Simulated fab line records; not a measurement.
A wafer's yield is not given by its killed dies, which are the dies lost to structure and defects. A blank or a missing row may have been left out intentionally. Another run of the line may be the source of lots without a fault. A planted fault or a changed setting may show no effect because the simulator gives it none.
Which of the tools did it? | flow berkeleyCmos170 | 14 lots, 42 wafers sampled, at 3 steps of a route of 331

== WHAT EACH GAUGE READ, for each wafer ==
UCB170_SILICIDE_RS_MEAS_02: the measuring method here is four-point-probe. Usual: SILICIDE_TI_RS gives 26.04 ohm/sq (standard deviation 0.29).
lot  | measured     | on           | SILICIDE_TI_RS (ohm/sq) | flag
L873 | day 6 18:14  | filmMetro-03 | 25.85 26.00 25.81       | 
L872 | day 6 18:37  | filmMetro-03 | 26.28 26.08 26.01       | 
L875 | day 6 21:33  | filmMetro-01 | 25.64 25.99 25.79       | 
L876 | day 7 08:32  | filmMetro-02 | 26.49 26.42 26.83       | 
L880 | day 7 21:37  | filmMetro-03 | 26.01 26.17 25.89       | 
L881 | day 8 05:56  | filmMetro-02 | 26.11 27.80 26.29       | 
L883 | day 8 15:47  | filmMetro-02 | 25.79 25.87 27.53       | 
L882 | day 8 15:58  | filmMetro-01 | 26.58 26.58 26.20       | 
L886 | day 9 19:29  | filmMetro-02 | 25.69 26.05 25.81       | 
L887 | day 9 20:32  | filmMetro-01 | 25.93 25.83 26.01       | 
L891 | day 10 19:19 | filmMetro-02 | 26.14 26.24 25.80       | 
L892 | day 10 19:49 | filmMetro-01 | 25.59 25.65 25.90       | 
L894 | day 10 23:44 | filmMetro-02 | 25.99 26.42 25.95       | 
L895 | day 11 16:07 | filmMetro-02 | 25.75 25.56 26.17       | 

UCB170_SILICIDE_THK_MEAS_03: measures by xrf. Usual: SILICIDE_TI_THK gives 30.93 nm (standard deviation 0.29).
lot  | measured     | on           | SILICIDE_TI_THK (nm) | flag
L873 | day 6 18:20  | filmMetro-03 | 30.89 30.69 30.86    | 
L872 | day 6 18:44  | filmMetro-03 | 30.58 30.68 30.79    | 
L875 | day 6 21:40  | filmMetro-01 | 31.14 30.91 31.22    | 
L876 | day 7 08:38  | filmMetro-02 | 30.52 30.83 30.30    | 
L880 | day 7 21:44  | filmMetro-03 | 30.85 30.77 30.85    | 
L881 | day 8 06:03  | filmMetro-02 | 31.03 29.45 30.68    | 
L883 | day 8 15:55  | filmMetro-02 | 31.24 31.19 29.94    | 
L882 | day 8 16:05  | filmMetro-01 | 30.26 30.48 30.74    | 
L886 | day 9 19:35  | filmMetro-02 | 31.47 30.93 31.34    | 
L887 | day 9 20:39  | filmMetro-01 | 31.07 31.19 31.05    | 
L891 | day 10 19:25 | filmMetro-02 | 30.98 30.59 31.07    | 
L892 | day 10 19:56 | filmMetro-01 | 31.16 31.26 30.87    | 
L894 | day 10 23:52 | filmMetro-02 | 31.13 30.66 31.16    | 
L895 | day 11 16:13 | filmMetro-02 | 31.27 31.44 30.87    | 

== WHICH TOOL RAN EACH LOT (tool, then ch and the chambers of the sampled wafers, then the start) ==
lot  | UCB170_SILICIDE_SPUTTER_01
L873 | pvdSputter-02, day 6 18:10
L872 | pvdSputter-01, day 6 18:35
L875 | pvdSputter-02, day 6 21:31
L876 | pvdSputter-04, day 7 08:29
L880 | pvdSputter-04, day 7 21:35
L881 | pvdSputter-02, day 8 05:53
L883 | pvdSputter-02, day 8 15:46
L882 | pvdSputter-04, day 8 15:56
L886 | pvdSputter-04, day 9 19:26
L887 | pvdSputter-01, day 9 20:29
L891 | pvdSputter-01, day 10 19:16
L892 | pvdSputter-04, day 10 19:47
L894 | pvdSputter-01, day 10 23:43
L895 | pvdSputter-04, day 11 16:04
- UCB170_SILICIDE_SPUTTER_01: material Ti, target thk 30 nm, time 25 s.

== WHAT THE TOOLS THEMSELVES READ (means of the sampled wafers that have a number; where no wafer has one, the mark that the record gives instead) ==
UCB170_SILICIDE_SPUTTER_01. Usual: chamberPressurePa 0.5001 Pa, standard deviation 0.00096; throttleValvePct 29.7 %, standard deviation 1.1.
lot  | tool          | chamberPressurePa (Pa) | throttleValvePct (%) | flag
L873 | pvdSputter-02 | 0.5003                 | 30.5                 | 
L872 | pvdSputter-01 | 0.5000                 | 30.1                 | 
L875 | pvdSputter-02 | 0.4995                 | 30.8                 | 
L876 | pvdSputter-04 | 0.5010                 | 29.3                 | 
L880 | pvdSputter-04 | 0.5000                 | 29.1                 | 
L881 | pvdSputter-02 | 0.5380                 | 28.1                 | OFF
L883 | pvdSputter-02 | 0.5376                 | 28.8                 | OFF
L882 | pvdSputter-04 | 0.5010                 | 29.3                 | 
L886 | pvdSputter-04 | 0.4993                 | 29.3                 | 
L887 | pvdSputter-01 | 0.4999                 | 29.3                 | 
L891 | pvdSputter-01 | 0.5001                 | 30.1                 | 
L892 | pvdSputter-04 | 0.5002                 | 30.3                 | 
L894 | pvdSputter-01 | 0.5006                 | 29.2                 | 
L895 | pvdSputter-04 | 0.4995                 | 29.4                 | 

== THE ANSWER, worked out from the rows above alone ==
Rule: lot off if the mean of its wafers having a number is beyond 3 standard deviations from the usual mean. Also off: a lot with no number at a reading for which 4 or more lots have one. The other lots that the step has rows for count as sound. After the gauges, taken in route order, come the tools' own readings; for these a lot's mean is taken, as printed above. At the first step where some lot is off, the reading lying furthest off is the one used; lots without a number count as furthest.
Off at UCB170_SILICIDE_SPUTTER_01 (chamberPressurePa): L881, L883.
If a tool, at that step or one of the process steps before it, ran each lot that is off and ran no sound lot following the first of them, it fits. One candidate fits, namely pvdSputter-02 at UCB170_SILICIDE_SPUTTER_01. Its last sound lot is L875 (day 6 21:31), its first lot that is off L881 (day 8 05:53): a fault that began between those two fits.
On the lots that are off, the tool's own readings at UCB170_SILICIDE_SPUTTER_01 differ by more than 5 times the standard deviation of the sound lots' means, which bears it out; chamberPressurePa reads 0.5378 Pa there versus 0.5001 Pa on the sound lots.

== WHAT WAS PUT IN BY THE SIMULATOR ==
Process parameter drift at UCB170_SILICIDE_SPUTTER_01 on pvdSputter-02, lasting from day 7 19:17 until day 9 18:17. Setting chamberPressurePa shifted by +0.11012 from 0.5. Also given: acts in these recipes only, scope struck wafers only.
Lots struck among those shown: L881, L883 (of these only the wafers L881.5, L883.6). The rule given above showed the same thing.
